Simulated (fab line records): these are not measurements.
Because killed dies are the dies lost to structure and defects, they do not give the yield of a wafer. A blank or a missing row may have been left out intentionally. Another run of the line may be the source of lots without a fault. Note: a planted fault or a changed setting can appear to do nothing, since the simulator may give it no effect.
A sampling plan put to the test :: flow ritCmos :: one fab line, 35 faults that these records tell of, each judged on the records of the lots that it struck
What counts as the plan is the set of the line's own looks, namely the steps on the route at which a gauge or an inspection reads a wafer and does not change it. A look can be judged if struck wafers have a number there and the file gives its usual mean and standard deviation on fault-free wafers. Caught: 4 or more of those standard deviations (sigma) separate the usual mean from the mean of the struck wafers at a look after the fault's first step. On the tool: the test repeated on the tool's own readings taken at the fault's steps. It also counts as caught if the struck wafers ran another recipe or if their record alone is blank.

## THE FAULTS, as the simulator had put them in
1. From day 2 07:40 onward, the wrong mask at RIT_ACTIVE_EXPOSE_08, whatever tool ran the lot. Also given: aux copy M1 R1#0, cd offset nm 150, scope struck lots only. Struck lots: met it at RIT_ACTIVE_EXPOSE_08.
2. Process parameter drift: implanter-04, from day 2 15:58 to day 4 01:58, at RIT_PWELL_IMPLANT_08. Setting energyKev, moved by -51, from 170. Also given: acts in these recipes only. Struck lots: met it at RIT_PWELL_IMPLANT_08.
3. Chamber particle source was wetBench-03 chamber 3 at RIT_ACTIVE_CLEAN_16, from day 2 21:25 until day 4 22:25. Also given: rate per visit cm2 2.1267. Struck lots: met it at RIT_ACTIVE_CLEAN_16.
4. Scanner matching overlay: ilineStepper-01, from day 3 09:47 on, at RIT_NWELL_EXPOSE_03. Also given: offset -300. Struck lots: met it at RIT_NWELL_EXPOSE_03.
5. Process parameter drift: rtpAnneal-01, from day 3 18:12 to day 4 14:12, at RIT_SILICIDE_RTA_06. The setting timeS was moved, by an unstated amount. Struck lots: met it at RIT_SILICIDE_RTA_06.
6. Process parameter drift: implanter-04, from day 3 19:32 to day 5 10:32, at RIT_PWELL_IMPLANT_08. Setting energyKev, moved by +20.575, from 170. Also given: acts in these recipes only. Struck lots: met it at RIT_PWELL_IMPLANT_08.
7. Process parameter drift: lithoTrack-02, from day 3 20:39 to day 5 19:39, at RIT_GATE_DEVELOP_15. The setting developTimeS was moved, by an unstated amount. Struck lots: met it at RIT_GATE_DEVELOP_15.
8. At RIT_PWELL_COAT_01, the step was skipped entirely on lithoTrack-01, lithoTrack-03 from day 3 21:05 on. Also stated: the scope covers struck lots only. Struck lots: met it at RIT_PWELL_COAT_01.
9. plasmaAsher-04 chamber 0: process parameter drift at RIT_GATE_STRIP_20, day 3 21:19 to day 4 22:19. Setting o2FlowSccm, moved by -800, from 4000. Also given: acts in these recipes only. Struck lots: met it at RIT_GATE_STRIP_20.
10. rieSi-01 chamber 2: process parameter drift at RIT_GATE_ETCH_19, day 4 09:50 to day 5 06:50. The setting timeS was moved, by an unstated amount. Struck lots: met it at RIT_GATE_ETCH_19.
11. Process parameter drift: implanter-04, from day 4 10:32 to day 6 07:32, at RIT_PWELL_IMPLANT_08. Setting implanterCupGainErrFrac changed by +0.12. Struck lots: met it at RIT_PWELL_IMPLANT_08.
12. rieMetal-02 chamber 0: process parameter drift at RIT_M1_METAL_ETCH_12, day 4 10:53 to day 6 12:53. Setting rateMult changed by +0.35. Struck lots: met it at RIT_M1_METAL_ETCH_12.
13. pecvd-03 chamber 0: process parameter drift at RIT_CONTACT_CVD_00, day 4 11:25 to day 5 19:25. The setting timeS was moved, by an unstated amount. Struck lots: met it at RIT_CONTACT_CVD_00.
14. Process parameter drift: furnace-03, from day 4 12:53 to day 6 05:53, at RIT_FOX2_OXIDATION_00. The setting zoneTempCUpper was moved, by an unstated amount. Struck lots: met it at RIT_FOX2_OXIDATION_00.
15. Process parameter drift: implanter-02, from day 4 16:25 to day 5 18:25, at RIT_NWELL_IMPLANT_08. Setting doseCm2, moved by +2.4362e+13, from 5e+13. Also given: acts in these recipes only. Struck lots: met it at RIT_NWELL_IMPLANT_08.
16. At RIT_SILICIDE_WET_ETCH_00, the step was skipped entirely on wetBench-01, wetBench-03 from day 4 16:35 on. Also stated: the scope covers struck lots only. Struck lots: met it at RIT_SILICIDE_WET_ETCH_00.
17. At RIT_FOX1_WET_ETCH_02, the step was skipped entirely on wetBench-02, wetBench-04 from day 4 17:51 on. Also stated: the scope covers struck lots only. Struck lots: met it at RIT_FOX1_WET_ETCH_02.
18. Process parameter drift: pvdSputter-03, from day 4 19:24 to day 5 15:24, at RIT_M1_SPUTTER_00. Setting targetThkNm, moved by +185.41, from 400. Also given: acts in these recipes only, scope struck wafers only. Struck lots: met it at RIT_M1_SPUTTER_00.
19. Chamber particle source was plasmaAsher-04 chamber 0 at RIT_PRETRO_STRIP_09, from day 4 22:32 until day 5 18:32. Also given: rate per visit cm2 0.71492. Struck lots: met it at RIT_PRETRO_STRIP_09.
20. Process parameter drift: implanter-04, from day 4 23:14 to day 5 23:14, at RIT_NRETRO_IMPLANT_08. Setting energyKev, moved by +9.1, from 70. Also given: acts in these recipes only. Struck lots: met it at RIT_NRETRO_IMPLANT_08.
21. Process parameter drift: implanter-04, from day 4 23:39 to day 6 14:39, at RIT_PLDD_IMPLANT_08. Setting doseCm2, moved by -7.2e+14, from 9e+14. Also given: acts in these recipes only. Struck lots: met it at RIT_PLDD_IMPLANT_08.
22. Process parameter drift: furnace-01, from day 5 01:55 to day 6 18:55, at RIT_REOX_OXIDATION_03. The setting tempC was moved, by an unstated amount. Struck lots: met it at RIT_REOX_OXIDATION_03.
23. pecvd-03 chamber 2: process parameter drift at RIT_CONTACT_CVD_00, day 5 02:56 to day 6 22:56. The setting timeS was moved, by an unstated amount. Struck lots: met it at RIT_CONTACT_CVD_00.
24. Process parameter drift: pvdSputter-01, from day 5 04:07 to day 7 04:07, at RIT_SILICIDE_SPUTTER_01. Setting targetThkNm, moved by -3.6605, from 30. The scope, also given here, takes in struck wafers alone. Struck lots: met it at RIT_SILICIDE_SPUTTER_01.
25. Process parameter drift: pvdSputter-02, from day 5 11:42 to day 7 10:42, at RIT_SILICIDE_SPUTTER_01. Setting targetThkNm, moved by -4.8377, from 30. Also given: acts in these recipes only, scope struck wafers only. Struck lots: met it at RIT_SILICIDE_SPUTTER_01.
26. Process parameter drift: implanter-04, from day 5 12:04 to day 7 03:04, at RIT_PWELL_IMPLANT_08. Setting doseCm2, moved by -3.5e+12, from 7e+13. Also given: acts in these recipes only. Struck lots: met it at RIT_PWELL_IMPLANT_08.
27. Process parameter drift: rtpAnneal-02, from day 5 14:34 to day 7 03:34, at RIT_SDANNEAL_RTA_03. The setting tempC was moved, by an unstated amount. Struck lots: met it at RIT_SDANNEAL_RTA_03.
28. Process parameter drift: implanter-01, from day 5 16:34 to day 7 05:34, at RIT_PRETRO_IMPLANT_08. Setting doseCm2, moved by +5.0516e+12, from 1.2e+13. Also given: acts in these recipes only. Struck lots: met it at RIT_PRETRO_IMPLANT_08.
29. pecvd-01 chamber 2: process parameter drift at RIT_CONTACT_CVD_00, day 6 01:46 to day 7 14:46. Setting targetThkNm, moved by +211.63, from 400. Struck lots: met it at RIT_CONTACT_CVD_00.
30. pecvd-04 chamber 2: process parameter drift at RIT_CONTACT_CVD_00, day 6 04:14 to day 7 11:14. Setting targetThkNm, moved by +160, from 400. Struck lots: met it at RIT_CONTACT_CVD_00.
31. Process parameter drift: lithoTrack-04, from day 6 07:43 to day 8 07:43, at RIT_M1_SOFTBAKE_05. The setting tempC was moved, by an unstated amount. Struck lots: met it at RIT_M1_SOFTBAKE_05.
32. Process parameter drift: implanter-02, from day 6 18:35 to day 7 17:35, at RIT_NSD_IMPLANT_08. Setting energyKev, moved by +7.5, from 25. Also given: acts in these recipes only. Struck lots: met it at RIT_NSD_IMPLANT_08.
33. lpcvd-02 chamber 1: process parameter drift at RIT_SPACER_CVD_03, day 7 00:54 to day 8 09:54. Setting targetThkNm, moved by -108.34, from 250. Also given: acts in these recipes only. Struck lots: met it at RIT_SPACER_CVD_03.
34. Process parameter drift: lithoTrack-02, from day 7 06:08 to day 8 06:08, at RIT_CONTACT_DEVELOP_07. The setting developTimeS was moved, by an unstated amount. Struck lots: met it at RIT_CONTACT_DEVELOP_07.
35. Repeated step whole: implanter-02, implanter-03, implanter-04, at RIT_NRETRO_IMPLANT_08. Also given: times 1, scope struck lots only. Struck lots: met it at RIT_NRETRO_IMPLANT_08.

## WHAT THE PLAN SAW
fault: 1
on the tool itself: no reading that can be judged
first look that catches it: RIT_ACTIVE_CD_MEAS_11
reading, sigma: cdNm +87
median hours from its first step to that look: 0.6
hours from the fault's start to the first struck lot there: 3
judged looks passed uncaught: 0

fault: 2
on the tool itself: beamEnergyKeV -99 or beyond sigma
first look that catches it: RIT_WELLDRIVE_RS_MEAS_02
reading, sigma: PWELL_RS +11
median hours from its first step to that look: 8.2
hours from the fault's start to the first struck lot there: 23
judged looks passed uncaught: 1

fault: 3
on the tool itself: no reading that can be judged
first look that catches it: no look after it can be judged
reading, sigma: -
median hours from its first step to that look: -
hours from the fault's start to the first struck lot there: -
judged looks passed uncaught: 0

fault: 4
on the tool itself: under 2 sigma
first look that catches it: RIT_NWELL_OVL_MEAS_06
reading, sigma: NWELL_OVL -99 or beyond
median hours from its first step to that look: 0.4
hours from the fault's start to the first struck lot there: 8
judged looks passed uncaught: 0

fault: 5
on the tool itself: under 2 sigma
first look that catches it: none of the 8 looks that can be judged after it
reading, sigma: -
median hours from its first step to that look: -
hours from the fault's start to the first struck lot there: -
judged looks passed uncaught: 8

fault: 6
on the tool itself: beamEnergyKeV +99 or beyond sigma
first look that catches it: RIT_WELLDRIVE_RS_MEAS_02
reading, sigma: PWELL_RS -5.6
median hours from its first step to that look: 6.2
hours from the fault's start to the first struck lot there: 16
judged looks passed uncaught: 0

fault: 7
on the tool itself: no reading that can be judged
first look that catches it: none of the 5 looks that can be judged after it
reading, sigma: -
median hours from its first step to that look: -
hours from the fault's start to the first struck lot there: -
judged looks passed uncaught: 5

fault: 8
on the tool itself: the tool's record is blank for the struck wafers
first look that catches it: no look after it can be judged
reading, sigma: -
median hours from its first step to that look: -
hours from the fault's start to the first struck lot there: -
judged looks passed uncaught: 0

fault: 9
on the tool itself: o2FlowSccm -60 sigma
first look that catches it: not the one look that can be judged after it
reading, sigma: -
median hours from its first step to that look: -
hours from the fault's start to the first struck lot there: -
judged looks passed uncaught: 1

fault: 10
on the tool itself: runLengthS +32 sigma
first look that catches it: no look after it can be judged
reading, sigma: -
median hours from its first step to that look: -
hours from the fault's start to the first struck lot there: -
judged looks passed uncaught: 0

fault: 11
on the tool itself: faradayCurrentUA +5.8 sigma
first look that catches it: RIT_PWELL_TW_MEAS_10
reading, sigma: PWELL_TW -4.9
median hours from its first step to that look: 0.3
hours from the fault's start to the first struck lot there: 5
judged looks passed uncaught: 0

fault: 12
on the tool itself: under 2 sigma
first look that catches it: not the one look that can be judged after it
reading, sigma: strongest: cdNm at RIT_M1_CD_MEAS_90, -3.9
median hours from its first step to that look: -
hours from the fault's start to the first struck lot there: -
judged looks passed uncaught: 1

fault: 13
on the tool itself: runLengthS +14 sigma
first look that catches it: RIT_CONTACT_THK_MEAS_01
reading, sigma: CONTACT_TEOS_THK +7.7
median hours from its first step to that look: 0.1
hours from the fault's start to the first struck lot there: 22
judged looks passed uncaught: 0

fault: 14
on the tool itself: no reading that can be judged
first look that catches it: none of the 3 looks that can be judged after it
reading, sigma: strongest: FOX2_OXIDE_THK at RIT_FOX2_THK_MEAS_01, +2.5
median hours from its first step to that look: -
hours from the fault's start to the first struck lot there: -
judged looks passed uncaught: 3

fault: 15
on the tool itself: doseIonsCm2 +99 or beyond sigma
first look that catches it: RIT_NWELL_TW_MEAS_10
reading, sigma: NWELL_TW +15
median hours from its first step to that look: 0.3
hours from the fault's start to the first struck lot there: 3
judged looks passed uncaught: 0

fault: 16
on the tool itself: no reading that can be judged
first look that catches it: no look after it can be judged
reading, sigma: -
median hours from its first step to that look: -
hours from the fault's start to the first struck lot there: -
judged looks passed uncaught: 0

fault: 17
on the tool itself: no reading that can be judged
first look that catches it: no look after it can be judged
reading, sigma: -
median hours from its first step to that look: -
hours from the fault's start to the first struck lot there: -
judged looks passed uncaught: 0

fault: 18
on the tool itself: under 2 sigma
first look that catches it: RIT_M1_RS_MEAS_01
reading, sigma: M1_AL_RS -27
median hours from its first step to that look: 0.2
hours from the fault's start to the first struck lot there: 3
judged looks passed uncaught: 0

fault: 19
on the tool itself: under 2 sigma
first look that catches it: none of the 2 looks that can be judged after it
reading, sigma: -
median hours from its first step to that look: -
hours from the fault's start to the first struck lot there: -
judged looks passed uncaught: 2

fault: 20
on the tool itself: beamEnergyKeV +99 or beyond sigma
first look that catches it: RIT_NRETRO_TW_MEAS_10
reading, sigma: NRETRO_TW +4.6
median hours from its first step to that look: 0.3
hours from the fault's start to the first struck lot there: 6
judged looks passed uncaught: 0

fault: 21
on the tool itself: doseIonsCm2 -99 or beyond sigma
first look that catches it: RIT_PLDD_TW_MEAS_10
reading, sigma: PLDD_TW -65
median hours from its first step to that look: 0.3
hours from the fault's start to the first struck lot there: 2
judged looks passed uncaught: 0

fault: 22
on the tool itself: tubeCenterTempC -99 or beyond sigma
first look that catches it: RIT_REOX_THK_MEAS_04
reading, sigma: REOX_OXIDE_THK -33
median hours from its first step to that look: 2.6
hours from the fault's start to the first struck lot there: 8
judged looks passed uncaught: 0

fault: 23
on the tool itself: runLengthS -43 sigma
first look that catches it: RIT_CONTACT_THK_MEAS_01
reading, sigma: CONTACT_TEOS_THK -20
median hours from its first step to that look: 0.1
hours from the fault's start to the first struck lot there: 7
judged looks passed uncaught: 0

fault: 24
on the tool itself: under 2 sigma
first look that catches it: RIT_SILICIDE_RS_MEAS_02
reading, sigma: SILICIDE_TI_RS +11
median hours from its first step to that look: 0.2
hours from the fault's start to the first struck lot there: 5
judged looks passed uncaught: 0

fault: 25
on the tool itself: under 2 sigma
first look that catches it: RIT_SILICIDE_RS_MEAS_02
reading, sigma: SILICIDE_TI_RS +15
median hours from its first step to that look: 0.2
hours from the fault's start to the first struck lot there: 7
judged looks passed uncaught: 0

fault: 26
on the tool itself: doseIonsCm2 -55 sigma
first look that catches it: RIT_WELLDRIVE_RS_MEAS_02
reading, sigma: PWELL_RS +11
median hours from its first step to that look: 5.6
hours from the fault's start to the first struck lot there: 11
judged looks passed uncaught: 0

fault: 27
on the tool itself: wafer_temp_C_max -7.5 sigma
first look that catches it: RIT_SDANNEAL_RS_MEAS_04
reading, sigma: PSD_RS +20
median hours from its first step to that look: 0.1
hours from the fault's start to the first struck lot there: 6
judged looks passed uncaught: 0

fault: 28
on the tool itself: doseIonsCm2 +99 or beyond sigma
first look that catches it: RIT_PRETRO_TW_MEAS_10
reading, sigma: PRETRO_TW +13
median hours from its first step to that look: 0.3
hours from the fault's start to the first struck lot there: 6
judged looks passed uncaught: 0

fault: 29
on the tool itself: under 2 sigma
first look that catches it: RIT_CONTACT_THK_MEAS_01
reading, sigma: CONTACT_TEOS_THK +35
median hours from its first step to that look: 0.1
hours from the fault's start to the first struck lot there: 6
judged looks passed uncaught: 0

fault: 30
on the tool itself: only faintly: heaterPowerW +2.3 sigma
first look that catches it: RIT_CONTACT_THK_MEAS_01
reading, sigma: CONTACT_TEOS_THK +27
median hours from its first step to that look: 0.0
hours from the fault's start to the first struck lot there: 7
judged looks passed uncaught: 0

fault: 31
on the tool itself: heaterPowerTotalW +20 sigma
first look that catches it: not the one look that can be judged after it
reading, sigma: -
median hours from its first step to that look: -
hours from the fault's start to the first struck lot there: -
judged looks passed uncaught: 1

fault: 32
on the tool itself: beamEnergyKeV +99 or beyond sigma
first look that catches it: RIT_NSD_TW_MEAS_10
reading, sigma: NSD_TW +8.5
median hours from its first step to that look: 0.3
hours from the fault's start to the first struck lot there: 6
judged looks passed uncaught: 0

fault: 33
on the tool itself: under 2 sigma
first look that catches it: RIT_SPACER_THK_MEAS_04
reading, sigma: SPACER_NITRIDE_THK -49
median hours from its first step to that look: 1.9
hours from the fault's start to the first struck lot there: 11
judged looks passed uncaught: 0

fault: 34
on the tool itself: no reading that can be judged
first look that catches it: RIT_CONTACT_CD_MEAS_08
reading, sigma: cdNm +5.3
median hours from its first step to that look: 0.5
hours from the fault's start to the first struck lot there: 2
judged looks passed uncaught: 0

fault: 35
on the tool itself: under 2 sigma
first look that catches it: RIT_NRETRO_TW_MEAS_10
reading, sigma: NRETRO_TW +39
median hours from its first step to that look: 0.6
hours from the fault's start to the first struck lot there: -
judged looks passed uncaught: 0
A dash: the fault is not caught, or the number is missing from these records.

Caught at a look: 23 of 35. Caught on the tool: 17 of 35. By one or the other: 27 of 35.
Faults caught by the tool alone: 8, 9, 10, 31.
Caught at a look alone: faults 1, 4, 18, 24, 25, 29, 30, 33, 34, 35.
Caught by neither: faults 3, 5, 7, 12, 14, 16, 17, 19.

## THINNER SAMPLING
Were the look that catches a fault to measure just every second or every third lot (counted by lot number), the first struck lot would, at worst, be measured this late:
fault: 1
struck lots at that look, in order of time: L357
every lot: 3 h
every second lot: may miss it
every third lot: may miss it

fault: 2
struck lots at that look, in order of time: L677, L678
every lot: 23 h
every second lot: 36 h
every third lot: may miss all 2

fault: 4
struck lots at that look, in order of time: L354, L355, L359
every lot: 8 h
every second lot: 12 h
every third lot: 33 h

fault: 6
struck lots at that look, in order of time: L807, L809
every lot: 16 h
every second lot: may miss all 2
every third lot: may miss all 2

fault: 11
struck lots at that look, in order of time: L788, L791
every lot: 5 h
every second lot: 21 h
every third lot: may miss all 2

fault: 13
struck lots at that look, in order of time: L815
every lot: 22 h
every second lot: may miss it
every third lot: may miss it

fault: 15
struck lots at that look, in order of time: L533, L535
every lot: 3 h
every second lot: may miss all 2
every third lot: may miss all 2

fault: 18
struck lots at that look, in order of time: L480, L482
every lot: 3 h
every second lot: may miss all 2
every third lot: may miss all 2

fault: 20
struck lots at that look, in order of time: L750, L753
every lot: 6 h
every second lot: 21 h
every third lot: may miss all 2

fault: 21
struck lots at that look, in order of time: L781, L782
every lot: 2 h
every second lot: 12 h
every third lot: may miss all 2

fault: 22
struck lots at that look, in order of time: L623, L626
every lot: 8 h
every second lot: 23 h
every third lot: may miss all 2

fault: 23
struck lots at that look, in order of time: L935, L938
every lot: 7 h
every second lot: 22 h
every third lot: may miss all 2

fault: 24
struck lots at that look, in order of time: L159, L162
every lot: 5 h
every second lot: 21 h
every third lot: may miss all 2

fault: 25
struck lots at that look, in order of time: L977
every lot: 7 h
every second lot: may miss it
every third lot: may miss it

fault: 26
struck lots at that look, in order of time: L632, L633
every lot: 11 h
every second lot: 16 h
every third lot: may miss all 2

fault: 27
struck lots at that look, in order of time: L500, L502
every lot: 6 h
every second lot: may miss all 2
every third lot: may miss all 2

fault: 28
struck lots at that look, in order of time: L962, L963
every lot: 6 h
every second lot: 10 h
every third lot: may miss all 2

fault: 29
struck lots at that look, in order of time: L539
every lot: 6 h
every second lot: may miss it
every third lot: may miss it

fault: 30
struck lots at that look, in order of time: L237, L240
every lot: 7 h
every second lot: 23 h
every third lot: may miss all 2

fault: 32
struck lots at that look, in order of time: L593, L594
every lot: 6 h
every second lot: 9 h
every third lot: may miss all 2

fault: 33
struck lots at that look, in order of time: L585, L586
every lot: 11 h
every second lot: 17 h
every third lot: may miss all 2

fault: 34
struck lots at that look, in order of time: L808, L809
every lot: 2 h
every second lot: 6 h
every third lot: may miss all 2
Hours count from the start of the fault until the first struck lot that is measured. Since the struck wafers were tested as one group against 4 sigma, a single lot by itself may lie under the limit. Other struck lots may not be in these records.

## THE LONGEST TIMED WAY FROM STEP TO LOOK
Fault 2: the median time between RIT_PWELL_IMPLANT_08 and RIT_WELLDRIVE_RS_MEAS_02 is 8.2 hours. The look between them that can be judged stayed within 4 sigma: RIT_PWELL_TW_MEAS_10.
